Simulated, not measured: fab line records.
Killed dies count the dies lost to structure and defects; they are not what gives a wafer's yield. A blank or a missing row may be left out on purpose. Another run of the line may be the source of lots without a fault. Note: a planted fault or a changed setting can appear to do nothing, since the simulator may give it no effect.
Lot-split experiment :: flow rit cmos :: 23 wafers read across 5 lots, on a route 202 steps long

== THE SPLIT ==
At RIT_REOX_OXIDATION_03 (target thk 25.2 nm, ox time 5580 s), the setting temp c was moved away from the recipe's 900 C on 5 of the 23 wafers read, by -1.7%. For the rest of the wafers, this setting stayed at what the recipe calls for.

No step appears in the file between the split and the reading.

== THE READING ==
Values of REOX_OXIDE_THK in nm from RIT_REOX_THK_MEAS_04. Fault-free wafers of this fab line usually give 25.3 nm, standard deviation 0.46 nm.

wafer: L074.1
tool, chamber at the split: -, -
temp c as run, C: 900
against the recipe: recipe
REOX_OXIDE_THK, nm: 25.8
against lot-mates on the recipe: -

wafer: L074.2
tool, chamber at the split: -, -
temp c as run, C: 900
against the recipe: recipe
REOX_OXIDE_THK, nm: 26.0
against lot-mates on the recipe: -

wafer: L074.4
tool, chamber at the split: -, -
temp c as run, C: 900
against the recipe: recipe
REOX_OXIDE_THK, nm: 25.7
against lot-mates on the recipe: -

wafer: L074.5
tool, chamber at the split: -, -
temp c as run, C: 900
against the recipe: recipe
REOX_OXIDE_THK, nm: 25.9
against lot-mates on the recipe: -

wafer: L074.6
tool, chamber at the split: -, -
temp c as run, C: 900
against the recipe: recipe
REOX_OXIDE_THK, nm: 25.6
against lot-mates on the recipe: -

wafer: L077.1
tool, chamber at the split: -, -
temp c as run, C: 884.9
against the recipe: -1.7%
REOX_OXIDE_THK, nm: 22.2
against lot-mates on the recipe: no lot-mate on the recipe

wafer: L077.2
tool, chamber at the split: -, -
temp c as run, C: 884.9
against the recipe: -1.7%
REOX_OXIDE_THK, nm: 22.1
against lot-mates on the recipe: no lot-mate on the recipe

wafer: L077.3
tool, chamber at the split: -, -
temp c as run, C: 884.9
against the recipe: -1.7%
REOX_OXIDE_THK, nm: 21.8
against lot-mates on the recipe: no lot-mate on the recipe

wafer: L077.4
tool, chamber at the split: -, -
temp c as run, C: 884.9
against the recipe: -1.7%
REOX_OXIDE_THK, nm: 22.1
against lot-mates on the recipe: no lot-mate on the recipe

wafer: L077.5
tool, chamber at the split: -, -
temp c as run, C: 884.9
against the recipe: -1.7%
REOX_OXIDE_THK, nm: 21.8
against lot-mates on the recipe: no lot-mate on the recipe

wafer: L081.1
tool, chamber at the split: -, -
temp c as run, C: 900
against the recipe: recipe
REOX_OXIDE_THK, nm: 25.7
against lot-mates on the recipe: -

wafer: L081.3
tool, chamber at the split: -, -
temp c as run, C: 900
against the recipe: recipe
REOX_OXIDE_THK, nm: 26.0
against lot-mates on the recipe: -

wafer: L081.4
tool, chamber at the split: -, -
temp c as run, C: 900
against the recipe: recipe
REOX_OXIDE_THK, nm: 25.9
against lot-mates on the recipe: -

wafer: L081.5
tool, chamber at the split: -, -
temp c as run, C: 900
against the recipe: recipe
REOX_OXIDE_THK, nm: 25.9
against lot-mates on the recipe: -

wafer: L081.6
tool, chamber at the split: -, -
temp c as run, C: 900
against the recipe: recipe
REOX_OXIDE_THK, nm: 25.7
against lot-mates on the recipe: -

wafer: L082.2
tool, chamber at the split: -, -
temp c as run, C: 900
against the recipe: recipe
REOX_OXIDE_THK, nm: 25.4
against lot-mates on the recipe: -

wafer: L082.3
tool, chamber at the split: -, -
temp c as run, C: 900
against the recipe: recipe
REOX_OXIDE_THK, nm: 25.3
against lot-mates on the recipe: -

wafer: L082.4
tool, chamber at the split: -, -
temp c as run, C: 900
against the recipe: recipe
REOX_OXIDE_THK, nm: 25.2
against lot-mates on the recipe: -

wafer: L082.5
tool, chamber at the split: -, -
temp c as run, C: 900
against the recipe: recipe
REOX_OXIDE_THK, nm: 24.8
against lot-mates on the recipe: -

wafer: L082.6
tool, chamber at the split: -, -
temp c as run, C: 900
against the recipe: recipe
REOX_OXIDE_THK, nm: 25.1
against lot-mates on the recipe: -

wafer: L085.3
tool, chamber at the split: furnace-01, 0
temp c as run, C: 900
against the recipe: recipe
REOX_OXIDE_THK, nm: 24.3
against lot-mates on the recipe: -

wafer: L085.4
tool, chamber at the split: furnace-01, 0
temp c as run, C: 900
against the recipe: recipe
REOX_OXIDE_THK, nm: 25.2
against lot-mates on the recipe: -

wafer: L085.5
tool, chamber at the split: furnace-01, 0
temp c as run, C: 900
against the recipe: recipe
REOX_OXIDE_THK, nm: 25.3
against lot-mates on the recipe: -

FIT RESULTS
A straight line over all 23 wafers: REOX_OXIDE_THK changes by +2.08 nm for each +1% of temp c; r = +0.96; the points scatter about the line by 0.42 nm.
Too few moved wafers with a lot-mate on the recipe to fit a line net of each lot's own level.

== THE WHOLE CHAIN: every reading that the file lists as answering this split, in the file's order ==
step: RIT_REOX_OXIDATION_03
what it does: target thk 25.2 nm, ox time 5580 s
reading: SiO2_of_REOX_OXIDATION_03.thk nm (the simulator's own value, which no gauge read)
change (the file's fit): +2.08 nm for each +1% of the setting
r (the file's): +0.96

step: RIT_REOX_THK_MEAS_04
what it does: 
reading: REOX_OXIDE_THK
change (the file's fit): +2.08 for each +1% of the setting
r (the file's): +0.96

step: RIT_SPACER_CLEAN_00
what it does: cleans in SC1, time 600 s
reading: SiO2_of_REOX_OXIDATION_03.thk nm (the simulator's own value, which no gauge read)
change (the file's fit): +1.92 nm for each +1% of the setting
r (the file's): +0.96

== FILE'S OWN FIT ==
REOX_OXIDE_THK changes by +2.08 nm for each +1% of temp c, r = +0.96.
